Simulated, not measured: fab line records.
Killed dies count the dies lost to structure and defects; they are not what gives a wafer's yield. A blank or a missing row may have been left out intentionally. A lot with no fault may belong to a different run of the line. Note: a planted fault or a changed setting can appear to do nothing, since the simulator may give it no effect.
The tool behind it: which one? || flow berkeleyCmos170 || Sampling: 7 lots, 21 wafers, 4 of 331 route steps

WHAT EACH GAUGE READ, for each wafer
UCB170_NSD_TW_MEAS_10.
{"lot": "L243", "measured": "day 7 20:08", "on": "filmMetro-03", "NSD_TW": "4171 4164 4171"}
{"lot": "L244", "measured": "day 8 12:44", "on": "filmMetro-01", "NSD_TW": "4222 4237 4242"}
{"lot": "L246", "measured": "day 8 12:59", "on": "filmMetro-03", "NSD_TW": "4188 4204 4198"}
{"lot": "L250", "measured": "day 9 11:28", "on": "filmMetro-04", "NSD_TW": "4183 4204 4184"}
{"lot": "L256", "measured": "day 11 11:27", "on": "filmMetro-01", "NSD_TW": "4131 4095 4097"}
{"lot": "L260", "measured": "day 11 18:11", "on": "filmMetro-03", "NSD_TW": "4183 4186 4182"}
{"lot": "L262", "measured": "day 12 12:58", "on": "filmMetro-01", "NSD_TW": "4172 4193 4190"}

WHAT TOOL EACH LOT RAN ON (gives the tool, then ch and the chambers of the sampled wafers, and finally the start)
{"lot": "L243", "UCB170_NWELL_STRIP_15": "plasmaAsher-01 ch 1, day 2 21:22", "UCB170_NSD_IMPLANT_08": "implanter-01 ch 0, day 7 19:53", "UCB170_NSD_STRIP_09": "plasmaAsher-03 ch 0, day 7 20:02"}
{"lot": "L244", "UCB170_NWELL_STRIP_15": "plasmaAsher-02 ch 0, day 3 04:04", "UCB170_NSD_IMPLANT_08": "implanter-04 ch 0, day 8 12:29", "UCB170_NSD_STRIP_09": "plasmaAsher-01 ch 0,1, day 8 12:38"}
{"lot": "L246", "UCB170_NWELL_STRIP_15": "plasmaAsher-01 ch 0,1, day 3 09:44", "UCB170_NSD_IMPLANT_08": "implanter-04 ch 0, day 8 12:46", "UCB170_NSD_STRIP_09": "plasmaAsher-03 ch 0,1, day 8 12:54"}
{"lot": "L250", "UCB170_NWELL_STRIP_15": "plasmaAsher-03 ch 0,1, day 4 10:01", "UCB170_NSD_IMPLANT_08": "implanter-03 ch 0, day 9 11:14", "UCB170_NSD_STRIP_09": "plasmaAsher-03 ch 0,1, day 9 11:23"}
{"lot": "L256", "UCB170_NWELL_STRIP_15": "plasmaAsher-02 ch 0,1, day 5 19:29", "UCB170_NSD_IMPLANT_08": "implanter-03 ch 0, day 11 11:12", "UCB170_NSD_STRIP_09": "plasmaAsher-01 ch 0,1, day 11 11:21"}
{"lot": "L260", "UCB170_NWELL_STRIP_15": "plasmaAsher-02 ch 0,1, day 6 08:00", "UCB170_NSD_IMPLANT_08": "implanter-01 ch 0, day 11 17:56", "UCB170_NSD_STRIP_09": "plasmaAsher-04 ch 0, day 11 18:04"}
{"lot": "L262", "UCB170_NWELL_STRIP_15": "plasmaAsher-01 ch 0,1, day 7 01:06", "UCB170_NSD_IMPLANT_08": "implanter-04 ch 0, day 12 12:44", "UCB170_NSD_STRIP_09": "plasmaAsher-01 ch 0,1, day 12 12:51"}
- UCB170_NWELL_STRIP_15: strips in O2.
- UCB170_NSD_IMPLANT_08
- UCB170_NSD_STRIP_09: strips in O2.

THE ANSWER, worked out from the rows above alone
Rule: the lots themselves supply what counts as usual. Put in order of their means at a reading, lots are off if they are a third of the lots or fewer, leave a main group of 4 or more, and stand apart from it by a gap of 3 or more times the standard deviation of the main group's means; of several such gaps the widest counts. Not used: any main group whose means are identical at the precision the tables above print for the reading. Also off: a lot with no number at a reading for which 4 or more lots have one. Any other lot the step has rows for is counted as sound.
Off: L256, seen at UCB170_NSD_TW_MEAS_10 (NSD_TW). The main group: mean 4193, standard deviation 20.
A tool fits if, at a process step before that reading, it ran every lot that is off, and no sound lot after the first of them. The gauges at UCB170_NSD_TW_MEAS_10 are tried like those tools. One fits: UCB170_NSD_IMPLANT_08 on implanter-03. Its last sound lot is L250 (day 9 11:14), its first lot that is off L256 (day 11 11:12): a fault that began between those two fits.

WHAT HAD BEEN PUT IN BY THE SIMULATOR
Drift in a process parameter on implanter-03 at UCB170_NSD_IMPLANT_08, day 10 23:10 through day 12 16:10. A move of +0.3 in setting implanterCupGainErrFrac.
Lots struck among those shown: L256. The rule given above showed the same thing.
